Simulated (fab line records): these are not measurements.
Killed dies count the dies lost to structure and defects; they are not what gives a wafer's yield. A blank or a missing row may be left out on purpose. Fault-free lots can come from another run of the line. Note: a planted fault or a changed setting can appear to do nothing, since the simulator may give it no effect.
fab line records / flow rit_cmos
record: lots: 13 wafers: 39 last_day: 7
route steps=202 shown PSD@151 M1@202
lots that met no fault: from a run of the same line without faults
start_h: start of the lot's first displayed wafer, in hours after the record's first day / wait_h: hours from the lot's prior step to this one / " the same as in the row above / L1.1+2: one row covering several wafers at once / - no value, or no start given / * or withheld: withheld / < > ~ a bound
route shown NAME@n: a module of which the file shows steps, and the number in the route of the first / usual: average and standard deviation across the fault-free wafers / same: alike in all rows / chamber/n: place in a boat / sites: each site's reading / _std_site: standard deviation across them / _edge_site: outer sites' mean less inner sites' / radius_mm: how far each site lies from the wafer's centre / mask NAME#n: copy n / behind: tool/chamber where the wafer was last shaped / hold: why the lot went on hold/how many hours it stayed there/how the hold came to an end / device: transistor that didn't switch, given as n, p or np / end of line: tests run on the same wafers once the route is complete / for a step that has no rows: nothing shown but its recipe / killed: the dies lost at the first sort to structure and to defects; this is not the yield of the wafer / map: the dies of a wafer, with x for killed, . for not killed, _ for no die there
set.NAME: the run value of the setting; set.NAME@STEP: its run value at that earlier step / model.NAME: the simulator's own value behind a step, which no gauge read
route steps across a sampled set of lots; one table per step, one row per wafer
services: from which hour (start_h, from the record's first day; less than 0 if before it) a tool's chamber was out of use, for how many hours, and why
== steps ==
step: RIT_PSD_STRIP_09
recipe: chemistry: O2 time_s: 180 resist: NOVOLAK platen_temp_c: withheld power_w: 500 pressure_mtorr: 4000 o2_flow_sccm: 4000
usual: drypump_motor_current_A: 5.6/0.31
lot.wafer=L192.1 tool=plasma_asher-01 chamber=0 start_h=53.70 wait_h=0.1 drypump_motor_current_A=5.4 rf_hours_counter_h=41
lot.wafer=L192.4 tool=plasma_asher-01 chamber=0 start_h=53.70 wait_h=0.1 drypump_motor_current_A=5.4 rf_hours_counter_h=-
lot.wafer=L192.5 tool=plasma_asher-01 chamber=1 start_h=53.70 wait_h=0.1 drypump_motor_current_A=5.5 rf_hours_counter_h=-
lot.wafer=L193.1 tool=plasma_asher-04 chamber=0 start_h=56.22 wait_h=0.1 drypump_motor_current_A=5.3 rf_hours_counter_h=27
lot.wafer=L193.3 tool=plasma_asher-04 chamber=0 start_h=56.22 wait_h=0.1 drypump_motor_current_A=5.3 rf_hours_counter_h=-
lot.wafer=L193.6 tool=plasma_asher-04 chamber=1 start_h=56.22 wait_h=0.1 drypump_motor_current_A=5.8 rf_hours_counter_h=-
lot.wafer=L194.1 tool=plasma_asher-01 chamber=1 start_h=62.10 wait_h=0.1 drypump_motor_current_A=5.4 rf_hours_counter_h=42
lot.wafer=L194.2 tool=plasma_asher-01 chamber=0 start_h=62.10 wait_h=0.1 drypump_motor_current_A=5.4 rf_hours_counter_h=42
lot.wafer=L194.4 tool=plasma_asher-01 chamber=0 start_h=62.10 wait_h=0.1 drypump_motor_current_A=5.4 rf_hours_counter_h=-
lot.wafer=L195.2 tool=plasma_asher-04 chamber=1 start_h=65.45 wait_h=0.1 drypump_motor_current_A=5.7 rf_hours_counter_h=28
lot.wafer=L195.3 tool=plasma_asher-04 chamber=0 start_h=65.45 wait_h=0.1 drypump_motor_current_A=5.2 rf_hours_counter_h=-
lot.wafer=L195.5 tool=plasma_asher-04 chamber=1 start_h=65.45 wait_h=0.1 drypump_motor_current_A=5.8 rf_hours_counter_h=-
lot.wafer=L196.1 tool=plasma_asher-02 chamber=0 start_h=71.43 wait_h=0.1 drypump_motor_current_A=6.4 rf_hours_counter_h=42
lot.wafer=L196.5 tool=plasma_asher-02 chamber=0 start_h=71.43 wait_h=0.1 drypump_motor_current_A=6.4 rf_hours_counter_h=-
lot.wafer=L196.6 tool=plasma_asher-02 chamber=1 start_h=71.43 wait_h=0.1 drypump_motor_current_A=5.4 rf_hours_counter_h=-
lot.wafer=L197.1 tool=plasma_asher-01 chamber=1 start_h=78.06 wait_h=0.1 drypump_motor_current_A=5.5 rf_hours_counter_h=43
lot.wafer=L197.4 tool=plasma_asher-01 chamber=0 start_h=78.06 wait_h=0.1 drypump_motor_current_A=5.4 rf_hours_counter_h=-
lot.wafer=L197.5 tool=plasma_asher-01 chamber=1 start_h=78.06 wait_h=0.1 drypump_motor_current_A=5.5 rf_hours_counter_h=-
lot.wafer=L201.1 tool=plasma_asher-01 chamber=1 start_h=98.79 wait_h=0.1 drypump_motor_current_A=5.4 rf_hours_counter_h=46
lot.wafer=L201.3 tool=plasma_asher-01 chamber=1 start_h=98.79 wait_h=0.1 drypump_motor_current_A=5.4 rf_hours_counter_h=-
lot.wafer=L201.4 tool=plasma_asher-01 chamber=0 start_h=98.79 wait_h=0.1 drypump_motor_current_A=5.4 rf_hours_counter_h=-
lot.wafer=L202.2 tool=plasma_asher-04 chamber=1 start_h=106.85 wait_h=0.1 drypump_motor_current_A=5.7 rf_hours_counter_h=31
lot.wafer=L202.3 tool=plasma_asher-04 chamber=0 start_h=106.85 wait_h=0.1 drypump_motor_current_A=5.3 rf_hours_counter_h=-
lot.wafer=L202.4 tool=plasma_asher-04 chamber=1 start_h=106.85 wait_h=0.1 drypump_motor_current_A=5.7 rf_hours_counter_h=-
lot.wafer=L204.3 tool=plasma_asher-04 chamber=0 start_h=114.04 wait_h=0.1 drypump_motor_current_A=5.3 rf_hours_counter_h=-
lot.wafer=L204.5 tool=plasma_asher-04 chamber=0 start_h=114.04 wait_h=0.1 drypump_motor_current_A=5.3 rf_hours_counter_h=-
lot.wafer=L204.6 tool=plasma_asher-04 chamber=1 start_h=114.04 wait_h=0.1 drypump_motor_current_A=5.7 rf_hours_counter_h=-
lot.wafer=L205.2 tool=plasma_asher-04 chamber=1 start_h=119.46 wait_h=0.1 drypump_motor_current_A=5.7 rf_hours_counter_h=33
lot.wafer=L205.4 tool=plasma_asher-04 chamber=0 start_h=119.46 wait_h=0.1 drypump_motor_current_A=5.3 rf_hours_counter_h=-
lot.wafer=L205.5 tool=plasma_asher-04 chamber=1 start_h=119.46 wait_h=0.1 drypump_motor_current_A=5.7 rf_hours_counter_h=-
lot.wafer=L210.2 tool=plasma_asher-01 chamber=1 start_h=144.16 wait_h=0.1 drypump_motor_current_A=5.4 rf_hours_counter_h=3
lot.wafer=L210.3 tool=plasma_asher-01 chamber=1 start_h=144.16 wait_h=0.1 drypump_motor_current_A=5.5 rf_hours_counter_h=-
lot.wafer=L210.5 tool=plasma_asher-01 chamber=0 start_h=144.16 wait_h=0.1 drypump_motor_current_A=5.4 rf_hours_counter_h=-
lot.wafer=L214.1 tool=plasma_asher-02 chamber=0 start_h=161.70 wait_h=0.1 drypump_motor_current_A=6.4 rf_hours_counter_h=51
lot.wafer=L214.3 tool=plasma_asher-02 chamber=0 start_h=161.70 wait_h=0.1 drypump_motor_current_A=6.4 rf_hours_counter_h=-
lot.wafer=L214.4 tool=plasma_asher-02 chamber=1 start_h=161.70 wait_h=0.1 drypump_motor_current_A=5.4 rf_hours_counter_h=-
lot.wafer=L215.4 tool=plasma_asher-01 chamber=0 start_h=167.07 wait_h=0.1 drypump_motor_current_A=5.4 rf_hours_counter_h=-
lot.wafer=L215.5 tool=plasma_asher-01 chamber=0 start_h=167.07 wait_h=0.1 drypump_motor_current_A=5.4 rf_hours_counter_h=-
lot.wafer=L215.6 tool=plasma_asher-01 chamber=1 start_h=167.07 wait_h=0.1 drypump_motor_current_A=5.5 rf_hours_counter_h=-
step: RIT_M1_PROBE_99
usual: killed_at_M0_to_M3: 0.0/0.14 killed_at_contacts: 0.1/0.34 killed_at_front_end: 6.6/2.7 killed_dies: 6.7/2.7 killed_open: 3.5/1.9 killed_short: 3.1/1.8
same: gross_dies: 264 killed_at_M4_up: 0 killed_at_back_side: 0 killed_at_other: 0
lot.wafer=L202.2 tool=prober-01 chamber=- start_h=115.00 wait_h=0.1 killed_at_M0_to_M3=0 killed_at_contacts=0 killed_at_front_end=39 killed_dies=39 killed_open=2 killed_short=3
lot.wafer=L202.3 tool=prober-01 chamber=- start_h=115.05 wait_h=0.2 killed_at_M0_to_M3=0 killed_at_contacts=0 killed_at_front_end=5 killed_dies=5 killed_open=3 killed_short=2
lot.wafer=L202.4 tool=prober-01 chamber=- start_h=115.10 wait_h=0.2 killed_at_M0_to_M3=0 killed_at_contacts=0 killed_at_front_end=43 killed_dies=43 killed_open=5 killed_short=1
lot.wafer=L204.3 tool=prober-01 chamber=- start_h=122.73 wait_h=0.2 killed_at_M0_to_M3=0 killed_at_contacts=0 killed_at_front_end=10 killed_dies=10 killed_open=5 killed_short=5
lot.wafer=L204.5 tool=prober-01 chamber=- start_h=122.83 wait_h=0.2 killed_at_M0_to_M3=0 killed_at_contacts=1 killed_at_front_end=6 killed_dies=7 killed_open=3 killed_short=4
lot.wafer=L204.6 tool=prober-01 chamber=- start_h=122.88 wait_h=0.2 killed_at_M0_to_M3=0 killed_at_contacts=0 killed_at_front_end=41 killed_dies=41 killed_open=2 killed_short=5
lot.wafer=L205.2 tool=prober-02 chamber=- start_h=127.69 wait_h=0.1 killed_at_M0_to_M3=0 killed_at_contacts=1 killed_at_front_end=35 killed_dies=36 killed_open=1 killed_short=3
lot.wafer=L205.4 tool=prober-02 chamber=- start_h=127.79 wait_h=0.2 killed_at_M0_to_M3=0 killed_at_contacts=0 killed_at_front_end=4 killed_dies=4 killed_open=2 killed_short=2
lot.wafer=L205.5 tool=prober-02 chamber=- start_h=127.84 wait_h=0.2 killed_at_M0_to_M3=0 killed_at_contacts=0 killed_at_front_end=37 killed_dies=37 killed_open=4 killed_short=1
killed by level:class
L202.2 PSD:unspecified=34 SPACER:geometric_particle:open=2 GATE:geometric_particle:short=1 REOX:geometric_particle:short=1 SILICIDE:geometric_particle:short=1
L202.3 GATE:geometric_particle:open=2 GATE:geometric_particle:short=1 SPACER:geometric_particle:open=1 REOX:geometric_particle:short=1
L202.4 PSD:unspecified=37 FOX2:geometric_particle:open=2 GATE:geometric_particle:open=2 REOX:geometric_particle:short=1 REOX:geometric_particle:open=1
L204.3 GATE:geometric_particle:open=2 SPACER:geometric_particle:short=2 SPACER:geometric_particle:open=2 FOX1:geometric_particle:short=1 GATE:geometric_particle:short=1 REOX:geometric_particle:open=1 SILICIDE:geometric_particle:short=1
L204.5 SPACER:geometric_particle:open=2 FOX1:geometric_particle:open=1 FOX1:geometric_particle:short=1 FOX2:geometric_particle:short=1 SPACER:geometric_particle:short=1 CONTACT:geometric_particle:short=1
L204.6 PSD:unspecified=34 GATE:geometric_particle:short=2 ACTIVE:geometric_particle:open=1 FOX2:geometric_particle:short=1 GATE:geometric_particle:open=1 REOX:geometric_particle:short=1 SPACER:geometric_particle:short=1
L205.2 PSD:unspecified=32 GATE:geometric_particle:short=1 SILICIDE:geometric_particle:short=1 SPACER:geometric_particle:short=1 CONTACT:geometric_particle:open=1
L205.4 GATE:geometric_particle:open=2 FOX2:geometric_particle:short=1 SPACER:geometric_particle:short=1
L205.5 PSD:unspecified=32 GATE:geometric_particle:open=3 GATE:geometric_particle:short=1 SILICIDE:geometric_particle:open=1
== services ==
tool=plasma_asher-01 chamber=- start_h=105.73 hours=1.2 kind=repair
tool=plasma_asher-01 chamber=- start_h=108.75 hours=9.0 kind=pm
tool=plasma_asher-01 chamber=0 start_h=108.75 hours=9.0 kind=vent_cycle
tool=plasma_asher-01 chamber=1 start_h=108.75 hours=9.0 kind=vent_cycle
tool=plasma_asher-01 chamber=0 start_h=117.75 hours=- kind=clean
tool=plasma_asher-01 chamber=1 start_h=117.75 hours=- kind=clean
== key ==
first_sign: step: RIT_M1_PROBE_99 reading: killed_at_front_end direction: up sigmas: 12 usual: 6.6 struck: 39
effect: step: RIT_M1_PROBE_99 reading: killed_dies direction: up sigmas: 12 usual: 6.7 struck: 39.2
met_at RIT_PSD_STRIP_09
struck_lots L202,L204,L205
struck_wafers L202.2,L202.4,L204.6,L205.2,L205.5
tester_left_out L202,L204,L205
onset_between 65.45 106.85
fault: kind: chamber_particle_source tool: plasma_asher-04 chamber: 1 onset_h: 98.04 steps: RIT_PSD_STRIP_09 rate_per_visit_cm2: 1.3317 end_h: 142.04
tester_left_out: of these lots the tester's yield and bins aren't shown, on N5 and GAA mostly nor the transistor test; their killed dies are dies lost to structure and defects alone, not to doping, threshold or leakage, so they don't give the yield
